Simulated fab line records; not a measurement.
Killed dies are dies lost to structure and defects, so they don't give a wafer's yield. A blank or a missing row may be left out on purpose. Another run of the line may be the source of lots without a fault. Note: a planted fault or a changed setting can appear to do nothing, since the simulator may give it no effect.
Split-lot experiment + flow berkeley-cmos170 + on a route of 331 steps: 5 lots, 23 wafers read

== ABOUT THE SPLIT ==
At UCB170_ACTIVE_OXIDATION_02 (target thk 26.4 nm, ox time 1260 s), the setting ox-time-s was moved away from the recipe's 1260 s on 15 of the 23 wafers read, by -8.7% to +12.5%. For the rest of the wafers, this setting stayed at what the recipe calls for.

The file shows no step between the split and the reading.

== THE READING ==
At UCB170_ACTIVE_THK_MEAS_03: ACTIVE_OXIDE_THK, given in nm. On this fab line, fault-free wafers typically give 26.8 nm with a standard deviation of 0.5 nm.

| wafer  | tool, chamber at the split | ox-time-s as run, s | against the recipe | ACTIVE_OXIDE_THK, nm | against lot-mates on the recipe |
|--------|----------------------------|---------------------|--------------------|----------------------|---------------------------------|
| L074.1 | -, -                       | 1260                | recipe             | 27.1                 | -                               |
| L074.2 | -, -                       | 1260                | recipe             | 26.8                 | -                               |
| L074.3 | -, -                       | 1260                | recipe             | 26.9                 | -                               |
| L074.4 | -, -                       | 1260                | recipe             | 27.0                 | -                               |
| L074.5 | -, -                       | 1260                | recipe             | 26.7                 | -                               |
| L076.1 | -, -                       | 1150                | -8.7%              | 25.3                 | no lot-mate on the recipe       |
| L076.3 | -, -                       | 1150                | -8.7%              | 25.4                 | no lot-mate on the recipe       |
| L076.4 | -, -                       | 1150                | -8.7%              | 25.7                 | no lot-mate on the recipe       |
| L076.5 | -, -                       | 1150                | -8.7%              | 25.2                 | no lot-mate on the recipe       |
| L076.6 | -, -                       | 1150                | -8.7%              | 25.7                 | no lot-mate on the recipe       |
| L077.1 | -, -                       | 1417                | +12.5%             | 29.0                 | no lot-mate on the recipe       |
| L077.2 | -, -                       | 1417                | +12.5%             | 28.4                 | no lot-mate on the recipe       |
| L077.3 | -, -                       | 1417                | +12.5%             | 28.9                 | no lot-mate on the recipe       |
| L077.4 | -, -                       | 1417                | +12.5%             | 28.8                 | no lot-mate on the recipe       |
| L077.5 | -, -                       | 1417                | +12.5%             | 28.9                 | no lot-mate on the recipe       |
| L079.2 | furnace-03, 0              | 1260                | recipe             | 27.2                 | -                               |
| L079.4 | furnace-03, 0              | 1260                | recipe             | 26.8                 | -                               |
| L079.5 | furnace-03, 0              | 1260                | recipe             | 26.8                 | -                               |
| L080.1 | -, -                       | 1206                | -4.3%              | 25.8                 | no lot-mate on the recipe       |
| L080.2 | -, -                       | 1206                | -4.3%              | 25.6                 | no lot-mate on the recipe       |
| L080.3 | -, -                       | 1206                | -4.3%              | 25.9                 | no lot-mate on the recipe       |
| L080.5 | -, -                       | 1206                | -4.3%              | 25.7                 | no lot-mate on the recipe       |
| L080.6 | -, -                       | 1206                | -4.3%              | 25.1                 | no lot-mate on the recipe       |

FIT RESULTS
A straight line over all 23 wafers: ACTIVE_OXIDE_THK changes by +0.167 nm for each +1% of ox-time-s; r = +0.97; the points scatter about the line by 0.33 nm.
Too few moved wafers with a lot-mate on the recipe to fit a line net of each lot's own level.

== THE WHOLE CHAIN: every reading that the file lists as answering this split, in the file's order ==
| step                       | what it does                       | reading                                                                             | change (the file's fit)               | r (the file's) |
|----------------------------|------------------------------------|-------------------------------------------------------------------------------------|---------------------------------------|----------------|
| UCB170_ACTIVE_OXIDATION_02 | target thk 26.4 nm, ox time 1260 s | SiO2_of_ACTIVE_OXIDATION_02.thk-nm (the simulator's own value, which no gauge read) | +0.165 nm for each +1% of the setting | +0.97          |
| UCB170_ACTIVE_THK_MEAS_03  |                                    | ACTIVE_OXIDE_THK                                                                    | +0.166 for each +1% of the setting    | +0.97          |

== FILE'S OWN FIT ==
ACTIVE_OXIDE_THK changes by +0.166 nm for each +1% of ox-time-s, r = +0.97.
